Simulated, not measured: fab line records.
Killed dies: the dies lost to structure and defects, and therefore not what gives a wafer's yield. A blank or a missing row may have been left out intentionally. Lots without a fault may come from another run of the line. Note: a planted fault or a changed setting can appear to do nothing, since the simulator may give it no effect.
fab line records / flow ritCmos / part 2 of 2: steps 26 to 34 of 34
record: lots: 5 wafers: 15 lastDay: 7
route steps=202 shown GATE@86 REOX@98 NLDD@103 PLDD@114
lots with no fault: from the same line, run without faults
startH: hours from the record's first day to the start of the lot's first wafer shown / waitH: hours elapsed since this lot's preceding step / " same as the row above / L1.1+2: one row covering several wafers at once / - value missing, or start not given / * or withheld: withheld / < > ~ a bound
route shown NAME@n: a module of which the file shows steps, and the number in the route of the first / usual: mean and standard deviation over wafers with no fault / same: alike in all rows / chamber/n: place in a boat / sites: each site's reading / _std_site: how widely they spread, as a standard deviation / _edge_site: the outer-site mean with the inner-site mean subtracted / radiusMm: how far each site lies from the wafer's centre / mask NAME#n: copy n / behind: the most recent tool/chamber to have shaped the wafer / hold: the reason the lot was held/the length of the hold in hours/how it ended / device: the transistor (n, p or np) that didn't switch / end of line: tests of these same wafers at the route's end / a step without rows: its recipe alone / killed: not the wafer's yield, but the dies lost to structure and defects at the first sort / map: a wafer's dies, x killed, . not, _ none there
set.NAME: the setting the step ran with; set.NAME@STEP: the setting that earlier step ran with / model.NAME: the simulator's own value behind a step, which no gauge read
lots seen at some steps along the route; tables by step, rows by wafer
services: when a tool's chamber went out of use (startH, in hours from the record's first day, below 0 if earlier), for how many hours, and the reason
== steps ==
step: RIT_NLDD_IMPLANT_08
recipe: species: P energyKev: 20 doseCm2: 5e+14 tiltDeg: 7
usual: doseIonsCm2: 5e+14/5.5e+11
lot.wafer=L075.3 tool=implanter-02 chamber=0 startH=51.18 waitH=0.1 doseIonsCm2=5.005e+14
lot.wafer=L075.4 tool=implanter-02 chamber=0 startH=51.18 waitH=0.1 doseIonsCm2=5.001e+14
lot.wafer=L075.5 tool=implanter-02 chamber=0 startH=51.18 waitH=0.1 doseIonsCm2=5.004e+14
lot.wafer=L079.1 tool=implanter-04 chamber=0 startH=66.79 waitH=0.1 doseIonsCm2=5.003e+14
lot.wafer=L079.5 tool=implanter-04 chamber=0 startH=66.79 waitH=0.1 doseIonsCm2=4.988e+14
lot.wafer=L079.6 tool=implanter-04 chamber=0 startH=66.79 waitH=0.1 doseIonsCm2=4.997e+14
lot.wafer=L080.1 tool=implanter-04 chamber=0 startH=71.16 waitH=0.1 doseIonsCm2=4.995e+14
lot.wafer=L080.2 tool=implanter-04 chamber=0 startH=71.16 waitH=0.1 doseIonsCm2=5.004e+14
lot.wafer=L080.4 tool=implanter-04 chamber=0 startH=71.16 waitH=0.1 doseIonsCm2=5.005e+14
lot.wafer=L087.1 tool=implanter-02 chamber=0 startH=108.76 waitH=0.1 doseIonsCm2=5.002e+14
lot.wafer=L087.3 tool=implanter-02 chamber=0 startH=108.76 waitH=0.1 doseIonsCm2=5.008e+14
lot.wafer=L087.6 tool=implanter-02 chamber=0 startH=108.76 waitH=0.1 doseIonsCm2=5.002e+14
lot.wafer=L095.1 tool=implanter-03 chamber=0 startH=147.44 waitH=0.1 doseIonsCm2=4.99e+14
lot.wafer=L095.2 tool=implanter-03 chamber=0 startH=147.44 waitH=0.1 doseIonsCm2=4.989e+14
lot.wafer=L095.5 tool=implanter-03 chamber=0 startH=147.44 waitH=0.1 doseIonsCm2=5.007e+14
step: RIT_NLDD_STRIP_09
recipe: chemistry: O2 timeS: 180 resist: NOVOLAK platenTempC: withheld powerW: 500 pressureMtorr: 4000 o2FlowSccm: 4000
usual: chamberPressureMTorr: 4000/4.2 drypumpMotorCurrentA: 5.5/0.41 rfReflPowerW: 5.7/1.3
lot.wafer=L075.3 tool=plasmaAsher-01 chamber=0 startH=51.34 waitH=0.1 chamberPressureMTorr=4003 drypumpMotorCurrentA=4.7 rfHoursCounterH=- rfReflPowerW=5.9
lot.wafer=L075.4 tool=plasmaAsher-01 chamber=1 startH=51.34 waitH=0.1 chamberPressureMTorr=4000 drypumpMotorCurrentA=5.2 rfHoursCounterH=- rfReflPowerW=5.9
lot.wafer=L075.5 tool=plasmaAsher-01 chamber=1 startH=51.34 waitH=0.1 chamberPressureMTorr=4002 drypumpMotorCurrentA=5.2 rfHoursCounterH=- rfReflPowerW=5.9
lot.wafer=L079.1 tool=plasmaAsher-04 chamber=0 startH=66.94 waitH=0.1 chamberPressureMTorr=4003 drypumpMotorCurrentA=5.3 rfHoursCounterH=27 rfReflPowerW=5.8
lot.wafer=L079.5 tool=plasmaAsher-04 chamber=1 startH=66.94 waitH=0.1 chamberPressureMTorr=3993 drypumpMotorCurrentA=5.7 rfHoursCounterH=- rfReflPowerW=3.8
lot.wafer=L079.6 tool=plasmaAsher-04 chamber=0 startH=66.94 waitH=0.1 chamberPressureMTorr=3997 drypumpMotorCurrentA=5.3 rfHoursCounterH=- rfReflPowerW=5.5
lot.wafer=L080.1 tool=plasmaAsher-01 chamber=1 startH=71.31 waitH=0.1 chamberPressureMTorr=3996 drypumpMotorCurrentA=5.2 rfHoursCounterH=42 rfReflPowerW=5.6
lot.wafer=L080.2 tool=plasmaAsher-01 chamber=0 startH=71.31 waitH=0.1 chamberPressureMTorr=4000 drypumpMotorCurrentA=4.7 rfHoursCounterH=42 rfReflPowerW=5.8
lot.wafer=L080.4 tool=plasmaAsher-01 chamber=1 startH=71.31 waitH=0.1 chamberPressureMTorr=3999 drypumpMotorCurrentA=5.2 rfHoursCounterH=- rfReflPowerW=5.7
lot.wafer=L087.1 tool=plasmaAsher-04 chamber=1 startH=108.91 waitH=0.1 chamberPressureMTorr=3992 drypumpMotorCurrentA=5.8 rfHoursCounterH=32 rfReflPowerW=3.6
lot.wafer=L087.3 tool=plasmaAsher-04 chamber=1 startH=108.91 waitH=0.1 chamberPressureMTorr=4003 drypumpMotorCurrentA=5.8 rfHoursCounterH=- rfReflPowerW=3.9
lot.wafer=L087.6 tool=plasmaAsher-04 chamber=0 startH=108.91 waitH=0.1 chamberPressureMTorr=3997 drypumpMotorCurrentA=5.3 rfHoursCounterH=- rfReflPowerW=5.7
lot.wafer=L095.1 tool=plasmaAsher-02 chamber=0 startH=147.59 waitH=0.1 chamberPressureMTorr=4000 drypumpMotorCurrentA=5.9 rfHoursCounterH=3 rfReflPowerW=7.6
lot.wafer=L095.2 tool=plasmaAsher-02 chamber=1 startH=147.59 waitH=0.1 chamberPressureMTorr=4003 drypumpMotorCurrentA=5.9 rfHoursCounterH=3 rfReflPowerW=5.8
lot.wafer=L095.5 tool=plasmaAsher-02 chamber=1 startH=147.59 waitH=0.1 chamberPressureMTorr=3996 drypumpMotorCurrentA=5.8 rfHoursCounterH=- rfReflPowerW=6.0
step: RIT_NLDD_TW_MEAS_10
usual: NLDD_TW: 2507/15
lot.wafer=L075.3 tool=filmMetro-03 chamber=- startH=51.48 waitH=0.1 NLDD_TW=2534
lot.wafer=L075.4 tool=filmMetro-03 chamber=- startH=51.48 waitH=0.1 NLDD_TW=2532
lot.wafer=L075.5 tool=filmMetro-03 chamber=- startH=51.48 waitH=0.1 NLDD_TW=2522
lot.wafer=L079.1 tool=filmMetro-03 chamber=- startH=67.11 waitH=0.1 NLDD_TW=2531
lot.wafer=L079.5 tool=filmMetro-03 chamber=- startH=67.11 waitH=0.1 NLDD_TW=2520
lot.wafer=L079.6 tool=filmMetro-03 chamber=- startH=67.11 waitH=0.1 NLDD_TW=2516
lot.wafer=L080.1 tool=filmMetro-04 chamber=- startH=71.49 waitH=0.1 NLDD_TW=2485
lot.wafer=L080.2 tool=filmMetro-04 chamber=- startH=71.49 waitH=0.1 NLDD_TW=2491
lot.wafer=L080.4 tool=filmMetro-04 chamber=- startH=71.49 waitH=0.1 NLDD_TW=2485
lot.wafer=L087.1 tool=filmMetro-04 chamber=- startH=109.08 waitH=0.1 NLDD_TW=2491
lot.wafer=L087.3 tool=filmMetro-04 chamber=- startH=109.08 waitH=0.1 NLDD_TW=2497
lot.wafer=L087.6 tool=filmMetro-04 chamber=- startH=109.08 waitH=0.1 NLDD_TW=2484
lot.wafer=L095.1 tool=filmMetro-04 chamber=- startH=147.76 waitH=0.1 NLDD_TW=2498
lot.wafer=L095.2 tool=filmMetro-04 chamber=- startH=147.76 waitH=0.1 NLDD_TW=2484
lot.wafer=L095.5 tool=filmMetro-04 chamber=- startH=147.76 waitH=0.1 NLDD_TW=2480
step: RIT_PLDD_HMDS_00
recipe: primeTimeS: 60 primeTempC: 140
usual: chillPlateTempC: 23.03/0.12 primeTempC: 140.00/0.16
lot.wafer=L075.3 tool=lithoTrack-04 chamber=0 startH=51.57 waitH=0.1 chillPlateTempC=23.06 primeTempC=139.90
lot.wafer=L075.4 tool=lithoTrack-04 chamber=0 startH=51.57 waitH=0.1 chillPlateTempC=22.91 primeTempC=140.03
lot.wafer=L075.5 tool=lithoTrack-04 chamber=0 startH=51.57 waitH=0.1 chillPlateTempC=22.99 primeTempC=140.08
lot.wafer=L079.1 tool=lithoTrack-02 chamber=0 startH=67.17 waitH=0.1 chillPlateTempC=22.90 primeTempC=139.94
lot.wafer=L079.5 tool=lithoTrack-02 chamber=0 startH=67.17 waitH=0.1 chillPlateTempC=23.06 primeTempC=139.83
lot.wafer=L079.6 tool=lithoTrack-02 chamber=0 startH=67.17 waitH=0.1 chillPlateTempC=23.11 primeTempC=139.89
lot.wafer=L080.1 tool=lithoTrack-04 chamber=0 startH=71.55 waitH=0.1 chillPlateTempC=23.06 primeTempC=139.64
lot.wafer=L080.2 tool=lithoTrack-04 chamber=0 startH=71.55 waitH=0.1 chillPlateTempC=22.99 primeTempC=140.06
lot.wafer=L080.4 tool=lithoTrack-04 chamber=0 startH=71.55 waitH=0.1 chillPlateTempC=23.15 primeTempC=139.93
lot.wafer=L087.1 tool=lithoTrack-04 chamber=0 startH=109.14 waitH=0.1 chillPlateTempC=23.04 primeTempC=140.08
lot.wafer=L087.3 tool=lithoTrack-04 chamber=0 startH=109.14 waitH=0.1 chillPlateTempC=22.98 primeTempC=139.79
lot.wafer=L087.6 tool=lithoTrack-04 chamber=0 startH=109.14 waitH=0.1 chillPlateTempC=23.03 primeTempC=140.04
lot.wafer=L095.1 tool=lithoTrack-02 chamber=0 startH=147.82 waitH=0.1 chillPlateTempC=23.17 primeTempC=139.99
lot.wafer=L095.2 tool=lithoTrack-02 chamber=0 startH=147.82 waitH=0.1 chillPlateTempC=23.02 primeTempC=140.10
lot.wafer=L095.5 tool=lithoTrack-02 chamber=0 startH=147.82 waitH=0.1 chillPlateTempC=23.10 primeTempC=140.13
step: RIT_PLDD_COAT_01
recipe: resist: NOVOLAK spinRpm: 3250 resistThkNm: 1000
usual: chillPlateTempC: 23.00/0.11 spinSpeedRpm: 3250.4/2.3
lot.wafer=L075.3 tool=lithoTrack-04 chamber=0 startH=51.72 waitH=0.1 chillPlateTempC=23.01 spinSpeedRpm=3249.0
lot.wafer=L075.4 tool=lithoTrack-04 chamber=0 startH=51.72 waitH=0.1 chillPlateTempC=23.06 spinSpeedRpm=3247.1
lot.wafer=L075.5 tool=lithoTrack-04 chamber=0 startH=51.72 waitH=0.1 chillPlateTempC=22.87 spinSpeedRpm=3249.2
lot.wafer=L079.1 tool=lithoTrack-02 chamber=0 startH=67.32 waitH=0.1 chillPlateTempC=23.04 spinSpeedRpm=3248.4
lot.wafer=L079.5 tool=lithoTrack-02 chamber=0 startH=67.32 waitH=0.1 chillPlateTempC=22.76 spinSpeedRpm=3249.1
lot.wafer=L079.6 tool=lithoTrack-02 chamber=0 startH=67.32 waitH=0.1 chillPlateTempC=22.89 spinSpeedRpm=3255.3
lot.wafer=L080.1 tool=lithoTrack-04 chamber=0 startH=71.70 waitH=0.1 chillPlateTempC=22.93 spinSpeedRpm=3250.0
lot.wafer=L080.2 tool=lithoTrack-04 chamber=0 startH=71.70 waitH=0.1 chillPlateTempC=23.07 spinSpeedRpm=3252.5
lot.wafer=L080.4 tool=lithoTrack-04 chamber=0 startH=71.70 waitH=0.1 chillPlateTempC=23.00 spinSpeedRpm=3250.6
lot.wafer=L087.1 tool=lithoTrack-04 chamber=0 startH=109.29 waitH=0.1 chillPlateTempC=22.93 spinSpeedRpm=3251.9
lot.wafer=L087.3 tool=lithoTrack-04 chamber=0 startH=109.29 waitH=0.1 chillPlateTempC=22.96 spinSpeedRpm=3254.4
lot.wafer=L087.6 tool=lithoTrack-04 chamber=0 startH=109.29 waitH=0.1 chillPlateTempC=23.02 spinSpeedRpm=3252.7
lot.wafer=L095.1 tool=lithoTrack-02 chamber=0 startH=147.97 waitH=0.1 chillPlateTempC=23.09 spinSpeedRpm=3250.8
lot.wafer=L095.2 tool=lithoTrack-02 chamber=0 startH=147.97 waitH=0.1 chillPlateTempC=23.07 spinSpeedRpm=3245.3
lot.wafer=L095.5 tool=lithoTrack-02 chamber=0 startH=147.97 waitH=0.1 chillPlateTempC=23.00 spinSpeedRpm=3249.9
step: RIT_PLDD_SOFTBAKE_02
recipe: resist: NOVOLAK tempC: 90 timeS: 60
usual: chillPlateTempC: 22.98/0.1
lot.wafer=L075.3 tool=lithoTrack-04 chamber=0 startH=51.87 waitH=0.1 chillPlateTempC=23.04
lot.wafer=L075.4 tool=lithoTrack-04 chamber=0 startH=51.87 waitH=0.1 chillPlateTempC=22.89
lot.wafer=L075.5 tool=lithoTrack-04 chamber=0 startH=51.87 waitH=0.1 chillPlateTempC=23.11
lot.wafer=L079.1 tool=lithoTrack-02 chamber=0 startH=67.47 waitH=0.1 chillPlateTempC=23.17
lot.wafer=L079.5 tool=lithoTrack-02 chamber=0 startH=67.47 waitH=0.1 chillPlateTempC=22.95
lot.wafer=L079.6 tool=lithoTrack-02 chamber=0 startH=67.47 waitH=0.1 chillPlateTempC=22.98
lot.wafer=L080.1 tool=lithoTrack-04 chamber=0 startH=71.85 waitH=0.1 chillPlateTempC=22.88
lot.wafer=L080.2 tool=lithoTrack-04 chamber=0 startH=71.85 waitH=0.1 chillPlateTempC=22.99
lot.wafer=L080.4 tool=lithoTrack-04 chamber=0 startH=71.85 waitH=0.1 chillPlateTempC=22.88
lot.wafer=L087.1 tool=lithoTrack-04 chamber=0 startH=109.44 waitH=0.1 chillPlateTempC=22.99
lot.wafer=L087.3 tool=lithoTrack-04 chamber=0 startH=109.44 waitH=0.1 chillPlateTempC=22.98
lot.wafer=L087.6 tool=lithoTrack-04 chamber=0 startH=109.44 waitH=0.1 chillPlateTempC=22.99
lot.wafer=L095.1 tool=lithoTrack-02 chamber=0 startH=148.12 waitH=0.1 chillPlateTempC=22.79
lot.wafer=L095.2 tool=lithoTrack-02 chamber=0 startH=148.12 waitH=0.1 chillPlateTempC=22.86
lot.wafer=L095.5 tool=lithoTrack-02 chamber=0 startH=148.12 waitH=0.1 chillPlateTempC=22.81
step: RIT_PLDD_EXPOSE_03
recipe: maskId: M8 na: 0.57 targetCdNm: 40900 doseMj: 250
usual: focusOffsetNm: 0.0/0.49
lot.wafer=L075.3 tool=ilineStepper-01 chamber=0 startH=52.13 waitH=0.2 mask=M8#0 focusOffsetNm=0.8
lot.wafer=L075.4 tool=ilineStepper-01 chamber=0 startH=52.13 waitH=0.2 mask=M8#0 focusOffsetNm=0.4
lot.wafer=L075.5 tool=ilineStepper-01 chamber=0 startH=52.13 waitH=0.2 mask=M8#0 focusOffsetNm=0.6
lot.wafer=L079.1 tool=ilineStepper-02 chamber=0 startH=67.62 waitH=0.1 mask=M8#0 focusOffsetNm=-0.1
lot.wafer=L079.5 tool=ilineStepper-02 chamber=0 startH=67.62 waitH=0.1 mask=M8#0 focusOffsetNm=0.7
lot.wafer=L079.6 tool=ilineStepper-02 chamber=0 startH=67.62 waitH=0.1 mask=M8#0 focusOffsetNm=-0.4
lot.wafer=L080.1 tool=ilineStepper-02 chamber=0 startH=72.00 waitH=0.1 mask=M8#0 focusOffsetNm=0.2
lot.wafer=L080.2 tool=ilineStepper-02 chamber=0 startH=72.00 waitH=0.1 mask=M8#0 focusOffsetNm=0.5
lot.wafer=L080.4 tool=ilineStepper-02 chamber=0 startH=72.00 waitH=0.1 mask=M8#0 focusOffsetNm=0.1
lot.wafer=L087.1 tool=ilineStepper-01 chamber=0 startH=109.72 waitH=0.2 mask=M8#0 focusOffsetNm=-0.8
lot.wafer=L087.3 tool=ilineStepper-01 chamber=0 startH=109.72 waitH=0.2 mask=M8#0 focusOffsetNm=-0.2
lot.wafer=L087.6 tool=ilineStepper-01 chamber=0 startH=109.72 waitH=0.2 mask=M8#0 focusOffsetNm=0.2
lot.wafer=L095.1 tool=ilineStepper-02 chamber=0 startH=148.27 waitH=0.1 mask=M8#0 focusOffsetNm=-0.1
lot.wafer=L095.2 tool=ilineStepper-02 chamber=0 startH=148.27 waitH=0.1 mask=M8#0 focusOffsetNm=0.6
lot.wafer=L095.5 tool=ilineStepper-02 chamber=0 startH=148.27 waitH=0.1 mask=M8#0 focusOffsetNm=0.4
step: RIT_PLDD_PEB_04
recipe: resist: NOVOLAK tempC: withheld timeS: withheld
usual: chillPlateTempC: *
lot.wafer=L075.3 tool=lithoTrack-04 chamber=0 startH=52.26 waitH=0.1 chillPlateTempC=*
lot.wafer=L075.4 tool=lithoTrack-04 chamber=0 startH=52.26 waitH=0.1 chillPlateTempC=*
lot.wafer=L075.5 tool=lithoTrack-04 chamber=0 startH=52.26 waitH=0.1 chillPlateTempC=*
lot.wafer=L079.1 tool=lithoTrack-03 chamber=0 startH=67.74 waitH=0.1 chillPlateTempC=*
lot.wafer=L079.5 tool=lithoTrack-03 chamber=0 startH=67.74 waitH=0.1 chillPlateTempC=*
lot.wafer=L079.6 tool=lithoTrack-03 chamber=0 startH=67.74 waitH=0.1 chillPlateTempC=*
lot.wafer=L080.1 tool=lithoTrack-04 chamber=0 startH=72.12 waitH=0.1 chillPlateTempC=*
lot.wafer=L080.2 tool=lithoTrack-04 chamber=0 startH=72.12 waitH=0.1 chillPlateTempC=*
lot.wafer=L080.4 tool=lithoTrack-04 chamber=0 startH=72.12 waitH=0.1 chillPlateTempC=*
lot.wafer=L087.1 tool=lithoTrack-03 chamber=0 startH=109.84 waitH=0.1 chillPlateTempC=*
lot.wafer=L087.3 tool=lithoTrack-03 chamber=0 startH=109.84 waitH=0.1 chillPlateTempC=*
lot.wafer=L087.6 tool=lithoTrack-03 chamber=0 startH=109.84 waitH=0.1 chillPlateTempC=*
lot.wafer=L095.1 tool=lithoTrack-03 chamber=0 startH=148.39 waitH=0.1 chillPlateTempC=*
lot.wafer=L095.2 tool=lithoTrack-03 chamber=0 startH=148.39 waitH=0.1 chillPlateTempC=*
lot.wafer=L095.5 tool=lithoTrack-03 chamber=0 startH=148.39 waitH=0.1 chillPlateTempC=*
step: RIT_PLDD_DEVELOP_05
recipe: resist: NOVOLAK developTimeS: 50 devTempC: 23
usual: chillPlateTempC: 22.98/0.11
lot.wafer=L075.3 tool=lithoTrack-04 chamber=0 startH=- waitH=- chillPlateTempC=23.11
lot.wafer=L075.4 tool=lithoTrack-04 chamber=0 startH=- waitH=- chillPlateTempC=22.99
lot.wafer=L075.5 tool=lithoTrack-04 chamber=0 startH=- waitH=- chillPlateTempC=23.02
lot.wafer=L079.1 tool=lithoTrack-03 chamber=0 startH=- waitH=- chillPlateTempC=23.07
lot.wafer=L079.5 tool=lithoTrack-03 chamber=0 startH=- waitH=- chillPlateTempC=23.09
lot.wafer=L079.6 tool=lithoTrack-03 chamber=0 startH=- waitH=- chillPlateTempC=23.07
lot.wafer=L080.1 tool=lithoTrack-04 chamber=0 startH=- waitH=- chillPlateTempC=22.82
lot.wafer=L080.2 tool=lithoTrack-04 chamber=0 startH=- waitH=- chillPlateTempC=23.04
lot.wafer=L080.4 tool=lithoTrack-04 chamber=0 startH=- waitH=- chillPlateTempC=22.83
lot.wafer=L087.1 tool=lithoTrack-03 chamber=0 startH=- waitH=- chillPlateTempC=22.92
lot.wafer=L087.3 tool=lithoTrack-03 chamber=0 startH=- waitH=- chillPlateTempC=23.02
lot.wafer=L087.6 tool=lithoTrack-03 chamber=0 startH=- waitH=- chillPlateTempC=22.78
lot.wafer=L095.1 tool=lithoTrack-03 chamber=0 startH=- waitH=- chillPlateTempC=22.87
lot.wafer=L095.2 tool=lithoTrack-03 chamber=0 startH=- waitH=- chillPlateTempC=22.99
lot.wafer=L095.5 tool=lithoTrack-03 chamber=0 startH=- waitH=- chillPlateTempC=22.85
== services ==
tool=implanter-02 chamber=- startH=26.92 hours=4.4 kind=repair
tool=rieSi-02 chamber=2 startH=35.30 hours=7.3 kind=repair
tool=implanter-02 chamber=- startH=44.78 hours=2.9 kind=repair
tool=implanter-04 chamber=- startH=46.65 hours=1.8 kind=repair
tool=rieSi-01 chamber=3 startH=60.59 hours=- kind=clean
tool=rieSi-01 chamber=3 startH=60.59 hours=16.4 kind=scheduledDown
tool=rieSi-01 chamber=3 startH=60.59 hours=16.4 kind=ventCycle
tool=rieSi-01 chamber=- startH=62.59 hours=2.8 kind=pm
tool=implanter-03 chamber=- startH=73.07 hours=11.8 kind=pm
tool=implanter-02 chamber=- startH=73.58 hours=2.8 kind=pm
tool=rieSi-02 chamber=- startH=87.32 hours=0.3 kind=repair
tool=ilineStepper-01 chamber=- startH=90.49 hours=1.7 kind=pm
tool=wetBench-01 chamber=- startH=102.85 hours=3.5 kind=repair
tool=rieSi-02 chamber=1 startH=104.50 hours=2.7 kind=repair
tool=plasmaAsher-02 chamber=- startH=108.75 hours=9.0 kind=pm
tool=plasmaAsher-02 chamber=0 startH=108.75 hours=9.0 kind=ventCycle
tool=plasmaAsher-02 chamber=1 startH=108.75 hours=9.0 kind=ventCycle
tool=plasmaAsher-02 chamber=0 startH=117.75 hours=- kind=clean
tool=plasmaAsher-02 chamber=1 startH=117.75 hours=- kind=clean
tool=ilineStepper-02 chamber=- startH=126.80 hours=1.7 kind=pm
tool=implanter-02 chamber=- startH=127.50 hours=3.1 kind=repair
tool=implanter-02 chamber=- startH=130.94 hours=1.5 kind=repair
tool=implanter-04 chamber=- startH=133.25 hours=5.1 kind=pm
tool=implanter-03 chamber=- startH=148.18 hours=2.4 kind=repair
